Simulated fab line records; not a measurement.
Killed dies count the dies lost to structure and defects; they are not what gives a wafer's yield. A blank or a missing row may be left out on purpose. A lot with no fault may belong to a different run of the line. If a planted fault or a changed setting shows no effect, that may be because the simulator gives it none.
Which tool did it?    flow ritCmos    Sampling: 7 lots, 21 wafers, 2 of 202 route steps

## WHAT THE GAUGES READ, wafer by wafer
RIT_NLDD_OVL_MEAS_06.
lot   measured     on          NLDD_OVL (nm)
L697  day 2 21:59  overlay-02  -2.8 -3.1 -3.8
L700  day 3 16:52  overlay-01  -0.6 -1.7 0.4
L705  day 4 15:15  overlay-02  -1.9 -1.6 -1.9
L707  day 5 01:40  overlay-01  -0.2 1.6 0.7
L713  day 6 09:46  overlay-01  1.2 0.6 1.2
L715  day 6 17:56  overlay-01  -2.8 -2.0 -0.3
L719  day 7 15:29  overlay-02  -0.9 -1.7 -1.7

## EACH LOT AND THE TOOL THAT RAN IT (in order: tool; ch and the chambers of the sampled wafers; start)
lot   RIT_NWELL_STRIP_09
L697  plasmaAsher-04 ch 0,1, day 2 02:33
L700  plasmaAsher-01 ch 0,1, day 2 16:45
L705  plasmaAsher-02 ch 0,1, day 3 19:33
L707  plasmaAsher-01 ch 0,1, day 4 05:08
L713  plasmaAsher-01 ch 0,1, day 5 10:35
L715  plasmaAsher-02 ch 0,1, day 5 21:33
L719  plasmaAsher-02 ch 0,1, day 6 18:59
- RIT_NWELL_STRIP_09: strips in O2, time 180 s.

## THE ANSWER, worked out from the rows above alone
Rule: usual is defined by the lots themselves. Put in order of their means at a reading, lots are off if they are a third of the lots or fewer, leave a main group of 4 or more, and stand apart from it by a gap of 3 or more times the standard deviation of the main group's means; of several such gaps the widest counts. A main group is skipped when, at the precision printed for the reading in the tables above, its means are all equal. Also off: a lot with no number at a reading for which 4 or more lots have one. All remaining lots with rows at the step are treated as sound.
Nothing can be told from this: no lot is off at any reading shown.

## WHAT HAD BEEN PUT IN BY THE SIMULATOR
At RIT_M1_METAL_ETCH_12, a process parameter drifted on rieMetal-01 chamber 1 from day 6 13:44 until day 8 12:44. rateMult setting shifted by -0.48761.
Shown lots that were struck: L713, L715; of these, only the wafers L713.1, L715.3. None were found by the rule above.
